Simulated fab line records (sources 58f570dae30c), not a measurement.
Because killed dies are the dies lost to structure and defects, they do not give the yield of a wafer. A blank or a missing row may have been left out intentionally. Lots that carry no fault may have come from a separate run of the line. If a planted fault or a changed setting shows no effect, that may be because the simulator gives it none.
Which tool did it? :: flow berkeleyCmos170 :: route of 331 steps, sampled at 1 step: 6 lots, 18 wafers

## WHAT THE GAUGES READ, wafer by wafer
UCB170_NSD_TW_MEAS_10.
lot: L379
measured: day 6 17:54
on: filmMetro-04
NSD_TW: 4162 4152 4155

lot: L384
measured: day 7 09:31
on: filmMetro-04
NSD_TW: 4090 4098 4115

lot: L385
measured: day 8 17:12
on: filmMetro-01
NSD_TW: 4193 4195 4174

lot: L392
measured: day 10 03:58
on: filmMetro-03
NSD_TW: 4202 4205 4220

lot: L398
measured: day 11 04:26
on: filmMetro-04
NSD_TW: 4140 4133 4143

lot: L401
measured: day 11 15:59
on: filmMetro-03
NSD_TW: 4168 4147 4194

## EACH LOT AND THE TOOL THAT RAN IT (in order: tool; ch and the chambers of the sampled wafers; start)
Record: no process step prior to these readings.

## THE ANSWER, worked out from the rows above alone
Rule: the usual values come from the lots themselves. The widest of any qualifying gaps counts: lots, ordered by their means at a reading, are off when they make up no more than a third of the lots, leave a main group of 4 or more, and stand apart from it by 3 or more times the standard deviation of that group's means. A main group whose means are all the same, to the digits that the tables above print for the reading, isn't used. A lot without any number at a reading at which 4 lots or more have one is off too. Any other lot the step has rows for is counted as sound.
No lot is off at any reading shown: from this, nothing can be told.

## WHAT THE SIMULATOR PUT IN
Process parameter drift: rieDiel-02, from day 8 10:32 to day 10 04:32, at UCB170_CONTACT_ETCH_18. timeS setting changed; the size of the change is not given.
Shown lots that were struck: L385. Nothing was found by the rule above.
